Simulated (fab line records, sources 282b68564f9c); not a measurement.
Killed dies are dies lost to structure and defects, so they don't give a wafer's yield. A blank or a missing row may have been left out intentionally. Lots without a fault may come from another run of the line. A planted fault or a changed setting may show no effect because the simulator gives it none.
Which of the tools did it? -- flow rit_cmos -- 14 lots with 42 wafers sampled at 3 steps, on a route of 202 steps

## WHAT EACH GAUGE READ, for each wafer
RIT_NSD_TW_MEAS_10. Usual: for NSD_TW the level is 3150 and the standard deviation is 51.
lot,measured,on,NSD_TW,flag
L371,day 3 08:32,film_metro-02,3120 3122 3126,
L374,day 3 20:07,film_metro-03,3186 3199 3185,
L375,day 4 01:29,film_metro-03,3213 3190 3200,
L376,day 4 08:19,film_metro-03,3202 3206 3188,
L377,day 4 17:09,film_metro-02,3099 3124 3116,
L378,day 4 20:11,film_metro-01,3070 3082 3103,
L380,day 5 04:28,film_metro-02,3147 3146 3153,
L381,day 5 09:33,film_metro-03,3222 3218 3208,
L382,day 5 12:27,film_metro-01,3078 3086 3075,
L383,day 5 17:17,film_metro-01,2921 2934 2926 2932 2928 2926,OFF
L384,day 5 21:03,film_metro-02,2983 2977 2986,OFF
L385,day 6 03:13,film_metro-03,3205 3186 3199,
L387,day 6 13:10,film_metro-03,3201 3213 3196,
L393,day 7 18:07,film_metro-03,3198 3206 3193,

RIT_SDANNEAL_RS_MEAS_05: a four-point-probe measurement. Usual: for NSD_RS the level is 84.61 ohm/sq and the standard deviation is 0.28.
lot,measured,on,NSD_RS (ohm/sq),flag
L371,day 3 10:52,film_metro-03,84.24 84.64 84.13,
L374,day 3 22:19,film_metro-01,85.42 85.34 85.23,
L375,day 4 03:30,film_metro-03,84.43 84.61 84.71,
L376,day 4 10:22,film_metro-03,84.08 84.45 84.64,
L377,day 4 19:26,film_metro-01,84.47 84.24 84.60,
L378,day 4 22:20,film_metro-02,84.73 85.12 84.57,
L380,day 5 06:32,film_metro-03,84.29 84.29 84.11,
L381,day 5 11:41,film_metro-03,84.68 84.67 84.73,
L382,day 5 14:37,film_metro-02,85.21 84.85 84.89,
L383,day 6 02:24,film_metro-02,101.58 101.90 101.53 101.64 101.84 101.42,OFF
L384,day 5 23:16,film_metro-02,101.86 102.15 102.10 101.80 102.02 101.87,OFF
L385,day 6 05:16,film_metro-02,84.41 84.73 84.57,
L387,day 6 15:13,film_metro-02,84.73 84.69 84.65,
L393,day 7 20:16,film_metro-03,84.22 84.15 84.48,

## WHICH TOOL RAN EACH LOT (tool, then ch and the chambers of the sampled wafers, then the start)
lot,RIT_NSD_IMPLANT_08
L371,"implanter-04 ch 0, day 3 08:13"
L374,"implanter-01 ch 0, day 3 19:48"
L375,"implanter-03 ch 0, day 4 01:09"
L376,"implanter-01 ch 0, day 4 08:01"
L377,"implanter-01 ch 0, day 4 16:50"
L378,"implanter-03 ch 0, day 4 19:52"
L380,"implanter-03 ch 0, day 5 04:08"
L381,"implanter-03 ch 0, day 5 09:14"
L382,"implanter-03 ch 0, day 5 12:08"
L383,"implanter-03 ch 0, day 5 16:59"
L384,"implanter-03 ch 0, day 5 20:46"
L385,"implanter-01 ch 0, day 6 02:54"
L387,"implanter-01 ch 0, day 6 12:50"
L393,"implanter-01 ch 0, day 7 17:48"
- RIT_NSD_IMPLANT_08

## AS READ BY THE TOOLS THEMSELVES (means over the sampled wafers that have a number; for cases with no such wafer, the mark the record gives instead)
RIT_NSD_IMPLANT_08. Usual: dose_ions_cm2 9.999e+14, standard deviation 1.1e+12; faraday_current_uA 3138, standard deviation 57.
lot,tool,dose_ions_cm2,faraday_current_uA,flag
L371,implanter-04,1.000e+15,3109,
L374,implanter-01,9.999e+14,3134,
L375,implanter-03,1.000e+15,3127,
L376,implanter-01,1.000e+15,3140,
L377,implanter-01,9.994e+14,3105,
L378,implanter-03,9.999e+14,3155,
L380,implanter-03,1.000e+15,3087,
L381,implanter-03,9.996e+14,3087,
L382,implanter-03,9.993e+14,3199,
L383,implanter-03,7.900e+14,2466,OFF
L384,implanter-03,7.922e+14,2526,OFF
L385,implanter-01,1.001e+15,3201,
L387,implanter-01,1.000e+15,3178,
L393,implanter-01,9.994e+14,3187,

## THE ANSWER, worked out from the rows above alone
Rule: take the mean of a lot's wafers that have a number; if it is more than 3 standard deviations from the usual mean, the lot is off. Also off: a lot with no number at a reading for which 4 or more lots have one. The other lots that the step has rows for count as sound. Order of review: gauges by route order, followed by the tools' own readings, for which a lot's mean as printed above is used. The first step at which some lot is off is used, and at that step the reading that is off furthest; a lot without a number counts as furthest.
Off: at RIT_NSD_TW_MEAS_10 (NSD_TW), L383, L384.
A tool fits if, at a process step before that reading, it ran every lot that is off, and no sound lot after the first of them. The gauges at RIT_NSD_TW_MEAS_10 aren't tried: what is off there is off at RIT_NSD_IMPLANT_08 too, on other tools, and a gauge's error can't cause that. One fits: implanter-03 at RIT_NSD_IMPLANT_08. Its last sound lot is L382 (day 5 12:08), its first lot that is off L383 (day 5 16:59): a fault that began between those two fits.
The tool's own readings at RIT_NSD_IMPLANT_08 bear it out: on the lots that are off they differ by more than 5 times the standard deviation of the sound lots' means. dose_ions_cm2 reads 7.911e+14 there against 9.999e+14 on the sound lots; faraday_current_uA reads 2496 there against 3142 on the sound lots.

## WHAT THE SIMULATOR HAD INSERTED
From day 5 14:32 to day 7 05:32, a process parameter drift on implanter-03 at RIT_NSD_IMPLANT_08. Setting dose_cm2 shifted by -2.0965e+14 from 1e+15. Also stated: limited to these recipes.
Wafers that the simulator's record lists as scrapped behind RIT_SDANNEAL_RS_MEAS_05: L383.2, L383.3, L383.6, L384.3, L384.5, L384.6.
Shown lots that were struck: L383, L384. This agrees with what the rule above found.
